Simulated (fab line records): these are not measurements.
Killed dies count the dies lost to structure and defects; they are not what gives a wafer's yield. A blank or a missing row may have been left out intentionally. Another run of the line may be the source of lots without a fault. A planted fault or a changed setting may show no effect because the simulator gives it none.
fab line records | flow ritCmos
record: lots: 14 wafers: 42 lastDay: 7
route steps=202 shown NWELL@36 PRETRO@74 NLDD@109 M1@202
lots with no fault: from the same line, run without faults
startH: hours from the record's opening day to when the first of the lot's shown wafers began | waitH: time in hours since the lot's previous step | " the same as in the row above | L1.1+2: several wafers, shown together as one row | - either no value or no given start | * or withheld: withheld | < > ~ a bound
route shown NAME@n: a module of which the file shows steps, and the number in the route of the first | usual: mean and standard deviation over wafers with no fault | same: alike in all rows | chamber/n: place in a boat | sites: each site's reading | _std_site: standard deviation of those values | _edge_site: outer sites' mean less inner sites' | radiusMm: for every site, how far away it sits from the centre of the wafer | mask NAME#n: copy n | behind: the last tool/chamber to shape the wafer | hold: what put the lot on hold/how long, in hours/how the hold closed | device: the transistor (n, p or np) that didn't switch | end of line: tests of these same wafers at the route's end | where a step has no rows: the recipe by itself | killed: not the wafer's yield, but the dies lost to structure and defects at the first sort | map: dies across one wafer; x = killed, . = not, _ = none there
set.NAME: setting as actually run; set.NAME@STEP: the setting as run at that earlier step | model.NAME: the simulator's own value behind a step, which no gauge read
the route's steps for a sample of lots (tables are steps, rows are wafers)
services: from which hour (startH, from the record's first day; less than 0 if before it) a tool's chamber was out of use, for how many hours, and why
== steps ==
step: RIT_NWELL_IMPLANT_08
recipe: species: P energyKev: 170 doseCm2: 5e+13 tiltDeg: 7
usual: doseIonsCm2: 5e+13/5.1e+10 faradayCurrentUA: 159/3.1 tiltDeg: 7.001/0.02
columns lot.wafer tool chamber startH waitH doseIonsCm2 faradayCurrentUA tiltDeg
L110.3 implanter-04 0 20.53 0.2 5.004e+13 161 7.023
L110.4 " 0 " " 5.003e+13 158 6.989
L110.6 " 0 " " 4.997e+13 163 6.993
L111.4 implanter-03 0 26.80 0.2 4.996e+13 159 7.011
L111.5 " 0 " " 5.007e+13 161 7.011
L111.6 " 0 " " 5.002e+13 160 7.028
L113.3 implanter-02 0 37.59 0.2 4.994e+13 157 6.981
L113.4 " 0 " " 4.996e+13 157 6.962
L113.5 " 0 " " 4.998e+13 162 7.023
L114.1 implanter-02 0 41.31 0.2 4.996e+13 163 7.004
L114.4 " 0 " " 5.008e+13 164 6.986
L114.6 " 0 " " 5.005e+13 162 7.024
L115.2 implanter-04 0 46.07 0.2 4.999e+13 160 7.030
L115.4 " 0 " " 5.004e+13 158 7.012
L115.5 " 0 " " 4.993e+13 162 7.001
L117.2 implanter-03 0 56.46 0.2 5.008e+13 161 7.002
L117.4 " 0 " " 5.007e+13 158 6.994
L117.5 " 0 " " 5.001e+13 161 6.973
L119.1 implanter-03 0 65.97 0.2 4.993e+13 154 6.976
L119.4 " 0 " " 4.998e+13 161 6.985
L119.6 " 0 " " 5.001e+13 158 6.944
L122.2 implanter-04 0 81.30 0.2 5.06e+12 16 6.994
L122.4 " 0 " " 5.02e+12 15 6.985
L122.6 " 0 " " 5.05e+12 16 7.014
L123.2 implanter-04 0 85.65 0.2 5.06e+12 16 6.995
L123.3 " 0 " " 5.01e+12 16 7.024
L123.6 " 0 " " 4.97e+12 16 6.998
L125.2 implanter-02 0 95.57 0.2 5.005e+13 152 6.975
L125.4 " 0 " " 4.999e+13 160 7.024
L125.6 " 0 " " 5.008e+13 160 6.998
L128.3 implanter-02 0 111.52 0.2 5.006e+13 161 6.987
L128.5 " 0 " " 4.999e+13 154 7.000
L128.6 " 0 " " 5.007e+13 155 6.965
L131.2 implanter-03 0 125.74 0.2 5e+13 156 7.013
L131.3 " 0 " " 5.006e+13 162 7.044
L131.6 " 0 " " 4.995e+13 161 6.992
L132.1 implanter-03 0 131.45 0.2 4.996e+13 155 7.003
L132.3 " 0 " " 4.998e+13 162 7.009
L132.4 " 0 " " 4.995e+13 160 7.013
L133.1 implanter-03 0 135.61 0.2 4.998e+13 161 6.998
L133.2 " 0 " " 4.996e+13 155 6.988
L133.3 " 0 " " 5.003e+13 162 7.007
step: RIT_NWELL_STRIP_09
recipe: chemistry: O2 timeS: 180 resist: NOVOLAK platenTempC: withheld powerW: 500 pressureMtorr: 4000 o2FlowSccm: 4000
usual: drypumpMotorCurrentA: 5.7/0.48
columns lot.wafer tool chamber startH waitH drypumpMotorCurrentA rfHoursCounterH
L110.3 plasmaAsher-02 0 20.68 0.1 5.3 -
L110.4 " 1 " " 6.6 -
L110.6 " 1 " " 6.6 -
L111.4 plasmaAsher-01 0 26.94 0.1 5.2 -
L111.5 " 1 " " 5.3 -
L111.6 " 0 " " 5.3 -
L113.3 plasmaAsher-02 1 37.75 0.1 6.6 -
L113.4 " 0 " " 5.3 -
L113.5 " 1 " " 6.6 -
L114.1 plasmaAsher-01 1 41.46 0.1 5.3 39
L114.4 " 0 " " 5.2 -
L114.6 " 1 " " 5.3 -
L115.2 plasmaAsher-02 1 46.19 0.1 6.6 40
L115.4 " 0 " " 5.3 -
L115.5 " 0 " " 5.3 -
L117.2 plasmaAsher-03 1 56.58 0.1 5.6 41
L117.4 " 1 " " 5.7 -
L117.5 " 1 " " 5.6 -
L119.1 plasmaAsher-02 0 66.12 0.1 5.2 43
L119.4 " 1 " " 6.6 -
L119.6 " 1 " " 6.6 -
L122.2 plasmaAsher-03 1 81.43 0.1 5.6 43
L122.4 " 1 " " 5.6 -
L122.6 " 0 " " 5.6 -
L123.2 plasmaAsher-02 1 85.77 0.1 6.6 44
L123.3 " 0 " " 5.3 -
L123.6 " 1 " " 6.6 -
L125.2 plasmaAsher-03 1 95.70 0.1 5.6 45
L125.4 " 0 " " 5.6 -
L125.6 " 0 " " 5.7 -
L128.3 plasmaAsher-02 1 111.68 0.1 6.6 -
L128.5 " 1 " " 6.6 -
L128.6 " 0 " " 5.2 -
L131.2 plasmaAsher-01 0 125.86 0.1 5.2 48
L131.3 " 0 " " 5.2 -
L131.6 " 0 " " 5.2 -
L132.1 plasmaAsher-03 0 131.60 0.1 5.6 1
L132.3 " 0 " " 5.6 -
L132.4 " 1 " " 5.6 -
L133.1 plasmaAsher-03 1 135.76 0.1 5.7 2
L133.2 " 0 " " 5.6 2
L133.3 " 0 " " 5.6 -
step: RIT_NWELL_TW_MEAS_10
usual: NWELL_TW: 2153/13
columns lot.wafer tool chamber startH waitH NWELL_TW
L110.3 filmMetro-02 - 20.82 0.1 2154
L110.4 " - " " 2163
L110.6 " - " " 2162
L111.4 filmMetro-03 - 27.08 0.1 2138
L111.5 " - " " 2123
L111.6 " - " " 2138
L113.3 filmMetro-03 - 37.88 0.1 2138
L113.4 " - " " 2142
L113.5 " - " " 2141
L114.1 filmMetro-03 - 41.63 0.1 2138
L114.4 " - " " 2146
L114.6 " - " " 2152
L115.2 filmMetro-03 - 46.38 0.1 2144
L115.4 " - " " 2127
L115.5 " - " " 2161
L117.2 filmMetro-04 - 56.77 0.1 2180
L117.4 " - " " 2175
L117.5 " - " " 2181
L119.1 filmMetro-02 - 66.30 0.1 2150
L119.4 " - " " 2164
L119.6 " - " " 2149
L122.2 filmMetro-03 - 81.61 0.1 1014
L122.4 " - " " 1009
L122.6 " - " " 1013
L123.2 filmMetro-03 - 85.96 0.1 1023
L123.3 " - " " 1024
L123.6 " - " " 1013
L125.2 filmMetro-03 - 95.88 0.1 2129
L125.4 " - " " 2143
L125.6 " - " " 2131
L128.3 filmMetro-02 - 111.82 0.1 2147
L128.5 " - " " 2159
L128.6 " - " " 2153
L131.2 filmMetro-02 - 126.05 0.1 2167
L131.3 " - " " 2169
L131.6 " - " " 2158
L132.1 filmMetro-04 - 131.78 0.1 2144
L132.3 " - " " 2159
L132.4 " - " " 2167
L133.1 filmMetro-04 - 135.93 0.1 2172
L133.2 " - " " 2163
L133.3 " - " " 2159
step: RIT_WELLDRIVE_RS_MEAS_01
recipe: thkMeasGauge: four-point-probe
usual: NWELL_RS: 275.6/0.82
columns lot.wafer tool chamber startH waitH NWELL_RS[ohm/sq]
L110.3 filmMetro-02 - 27.53 0.0 275.8
L110.4 " - " " 274.8
L110.6 " - " " 275.2
L111.4 filmMetro-03 - 34.16 0.1 276.2
L111.5 " - " " 276.6
L111.6 " - " " 276.3
L113.3 filmMetro-02 - 44.72 0.0 275.8
L113.4 " - " " 275.2
L113.5 " - " " 275.0
L114.1 filmMetro-04 - 48.36 0.0 275.8
L114.4 " - " " 275.7
L114.6 " - " " 274.9
L115.2 filmMetro-03 - 53.34 0.0 274.3
L115.4 " - " " 273.3
L115.5 " - " " 274.4
L117.2 filmMetro-02 - 63.47 0.0 276.1
L117.4 " - " " 276.5
L117.5 " - " " 275.7
L119.1 filmMetro-02 - 73.40 0.0 276.7
L119.4 " - " " 276.6
L119.6 " - " " 276.6
L122.2 filmMetro-03 - 88.44 0.0 1434.9
L122.4 " - " " 1466.0
L122.6 " - " " 1435.9
L123.2 filmMetro-02 - 92.79 0.0 1384.4
L123.3 " - " " 1421.3
L123.6 " - " " 1463.5
L125.2 filmMetro-04 - 102.76 0.0 275.4
L125.4 " - " " 274.8
L125.6 " - " " 275.6
L128.3 filmMetro-03 - 119.01 0.0 275.2
L128.5 " - " " 275.1
L128.6 " - " " 275.5
L131.2 filmMetro-02 - 133.55 0.0 274.9
L131.3 " - " " 274.4
L131.6 " - " " 275.5
L132.1 filmMetro-03 - 138.61 0.0 274.8
L132.3 " - " " 275.8
L132.4 " - " " 275.4
L133.1 filmMetro-02 - 142.64 0.0 275.6
L133.2 " - " " 274.7
L133.3 " - " " 274.4
step: RIT_PRETRO_TW_MEAS_10
usual: PRETRO_TW: 477/3.4
columns lot.wafer tool chamber startH waitH PRETRO_TW
L110.3 filmMetro-01 - 31.05 0.1 473
L110.4 " - " " 473
L110.6 " - " " 472
L111.4 filmMetro-03 - 37.42 0.1 475
L111.5 " - " " 475
L111.6 " - " " 474
L113.3 filmMetro-03 - 48.12 0.1 473
L113.4 " - " " 478
L113.5 " - " " 474
L114.1 filmMetro-02 - 51.77 0.1 479
L114.4 " - " " 480
L114.6 " - " " 481
L115.2 filmMetro-03 - 56.74 0.1 474
L115.4 " - " " 478
L115.5 " - " " 476
L117.2 filmMetro-01 - 67.00 0.1 474
L117.4 " - " " 472
L117.5 " - " " 472
L119.1 filmMetro-03 - 77.01 0.1 474
L119.4 " - " " 476
L119.6 " - " " 473
L122.2 filmMetro-01 - 92.28 0.1 478
L122.4 " - " " 475
L122.6 " - " " 475
L123.2 filmMetro-01 - 96.12 0.1 470
L123.3 " - " " 471
L123.6 " - " " 470
L125.2 filmMetro-01 - 106.03 0.1 474
L125.4 " - " " 473
L125.6 " - " " 472
L128.3 filmMetro-03 - 122.27 0.1 480
L128.5 " - " " 477
L128.6 " - " " 481
L131.2 filmMetro-03 - 136.95 0.1 480
L131.3 " - " " 478
L131.6 " - " " 478
L132.1 filmMetro-03 - 141.89 0.1 481
L132.3 " - " " 479
L132.4 " - " " 479
L133.1 filmMetro-03 - 146.05 0.1 479
L133.2 " - " " 481
L133.3 " - " " 480
step: RIT_NLDD_OVL_MEAS_06
usual: NLDD_OVL: 1.0/1.3
columns lot.wafer tool chamber startH waitH NLDD_OVL[nm]
L110.3 overlay-02 - 40.84 - 0.8
L110.4 " - " " 0.9
L110.6 " - " " 1.0
L111.4 overlay-01 - 47.27 - -0.7
L111.5 " - " " -0.5
L111.6 " - " " 0.8
L113.3 overlay-01 - 57.31 - 2.9
L113.4 " - " " 1.8
L113.5 " - " " 1.9
L114.1 overlay-02 - 61.91 - 1.2
L114.4 " - " " 2.0
L114.6 " - " " 0.6
L115.2 overlay-01 - 65.83 - -1.2
L115.4 " - " " -0.4
L115.5 " - " " 0.4
L117.2 overlay-02 - 76.59 - -0.7
L117.4 " - " " 1.6
L117.5 " - " " 1.0
L119.1 overlay-02 - 86.26 - 2.0
L119.4 " - " " 2.2
L119.6 " - " " 2.7
L122.2 overlay-01 - 101.62 - 2.2
L122.4 " - " " 1.8
L122.6 " - " " 1.6
L123.2 overlay-01 - 106.64 - 0.4
L123.3 " - " " 2.0
L123.6 " - " " 2.2
L125.2 overlay-02 - 116.87 - 0.7
L125.4 " - " " 2.2
L125.6 " - " " 0.7
L128.3 overlay-02 - 131.51 - 1.7
L128.5 " - " " 0.7
L128.6 " - " " 2.6
L131.2 overlay-02 - 146.11 - 0.3
L131.3 " - " " -0.2
L131.6 " - " " 0.2
L132.1 overlay-02 - 151.24 - 0.5
L132.3 " - " " 3.0
L132.4 " - " " 2.2
L133.1 overlay-02 - 155.64 - 2.5
L133.2 " - " " -0.1
L133.3 " - " " 0.1
step: RIT_M1_PROBE_99
usual: killed_at_M0_to_M3: 0.0/0.14 killedAtContacts: 0.1/0.36 killedAtFrontEnd: 7/3.4 killedDies: 7/3.4 killedOpen: 3.3/2 killedShort: 3.8/2.4
same: grossDies: 264 killed_at_M4_up: 0 killedAtBackSide: 0 killedAtOther: 0
columns lot.wafer tool chamber startH waitH killed_at_M0_to_M3 killedAtContacts killedAtFrontEnd killedDies killedOpen killedShort
L117.2 prober-01 - 92.44 0.1 0 0 11 11 3 8
L117.4 prober-01 - 92.54 0.2 0 0 5 5 2 3
L117.5 prober-01 - 92.59 0.2 0 1 5 6 1 5
L119.1 prober-01 - 101.94 0.1 0 0 5 5 3 2
L119.4 prober-01 - 102.09 0.2 0 2 6 8 6 2
L119.6 prober-01 - 102.19 0.2 0 0 7 7 4 3
L122.2 prober-02 - 116.67 0.1 0 0 5 5 2 3
L122.4 prober-02 - 116.77 0.2 0 0 10 10 6 4
L122.6 prober-02 - 116.87 0.2 0 0 4 4 3 1
L125.2 prober-01 - 132.42 0.1 0 0 5 5 2 3
L125.4 prober-01 - 132.52 0.2 0 0 6 6 2 4
L125.6 prober-01 - 132.62 0.2 0 0 12 12 8 4
killed by level:class
L117.2 GATE:geometricParticle:short=5 FOX1:geometricParticle:open=1 FOX2:geometricParticle:short=1 FOX2:geometricParticle:open=1 GATE:geometricParticle:open=1 REOX:geometricParticle:short=1 SPACER:geometricParticle:short=1
L117.4 FOX2:geometricParticle:short=2 GATE:geometricParticle:open=2 GATE:geometricParticle:short=1
L117.5 GATE:geometricParticle:short=3 FOX2:geometricParticle:short=2 CONTACT:geometricParticle:open=1
L119.1 FOX1:geometricParticle:open=2 GATE:geometricParticle:short=2 FOX2:geometricParticle:open=1
L119.4 GATE:geometricParticle:open=2 GATE:geometricParticle:short=2 CONTACT:geometricParticle:open=2 FOX1:geometricParticle:open=1 SPACER:geometricParticle:open=1
L119.6 GATE:geometricParticle:short=2 ACTIVE:geometricParticle:open=1 FOX1:geometricParticle:short=1 FOX1:geometricParticle:open=1 FOX2:geometricParticle:open=1 REOX:geometricParticle:open=1
L122.2 GATE:geometricParticle:open=2 FOX2:geometricParticle:short=1 GATE:geometricParticle:short=1 REOX:geometricParticle:short=1
L122.4 GATE:geometricParticle:short=3 GATE:geometricParticle:open=2 SPACER:geometricParticle:open=2 FOX1:geometricParticle:short=1 FOX1:geometricParticle:open=1 FOX2:geometricParticle:open=1
L122.6 GATE:geometricParticle:open=2 REOX:geometricParticle:short=1 SPACER:geometricParticle:open=1
L125.2 REOX:geometricParticle:short=2 SILICIDE:geometricParticle:open=2 SILICIDE:geometricParticle:short=1
L125.4 GATE:geometricParticle:short=3 GATE:geometricParticle:open=1 REOX:geometricParticle:open=1 SPACER:geometricParticle:short=1
L125.6 GATE:geometricParticle:open=4 FOX1:geometricParticle:short=3 FOX1:geometricParticle:open=1 FOX2:geometricParticle:open=1 GATE:geometricParticle:short=1 REOX:geometricParticle:open=1 SPACER:geometricParticle:open=1
== services ==
columns tool chamber startH hours kind
plasmaAsher-01 - 0.14 14.6 pm
implanter-04 - 36.36 5.0 pm
implanter-02 - 47.09 17.3 pm
plasmaAsher-01 - 53.02 4.2 repair
implanter-04 - 66.91 3.5 repair
plasmaAsher-03 - 108.75 9.0 pm
plasmaAsher-03 0 108.75 9.0 ventCycle
plasmaAsher-03 1 108.75 9.0 ventCycle
plasmaAsher-03 0 117.75 - clean
plasmaAsher-03 1 117.75 - clean
implanter-04 - 124.40 3.7 repair
== key ==
firstSign: step: RIT_NWELL_IMPLANT_08 reading: doseIonsCm2 direction: down sigmas: 99+ usual: 5e+13 struck: 5.03e+12
effect: step: RIT_NWELL_IMPLANT_08 reading: faradayCurrentUA direction: down sigmas: 46 usual: 159 struck: 16
effect: step: RIT_NWELL_TW_MEAS_10 reading: NWELL_TW direction: down sigmas: 90 usual: 2153 struck: 1016
effect: step: RIT_WELLDRIVE_RS_MEAS_01 reading: NWELL_RS direction: up sigmas: 99+ usual: 275.6 struck: 1434.3
metAt RIT_NWELL_IMPLANT_08
struckLots L122,L123
testerLeftOut L122,L123
notActingAt RIT_NWELL_STRIP_09,RIT_PRETRO_TW_MEAS_10,RIT_NLDD_OVL_MEAS_06
onsetBetween 46.07 81.30
fault: kind: processParameterDrift tool: implanter-04 chamber: - onsetH: 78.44 steps: RIT_NWELL_IMPLANT_08 channel: doseCm2 offset: -4.5e+13 shape: step endH: 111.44 actsIn: theseRecipesOnly stated: 5e+13
testerLeftOut: of these lots the tester's yield and bins aren't shown, on N5 and GAA mostly nor the transistor test; their killed dies are dies lost to structure and defects alone, not to doping, threshold or leakage, so they don't give the yield
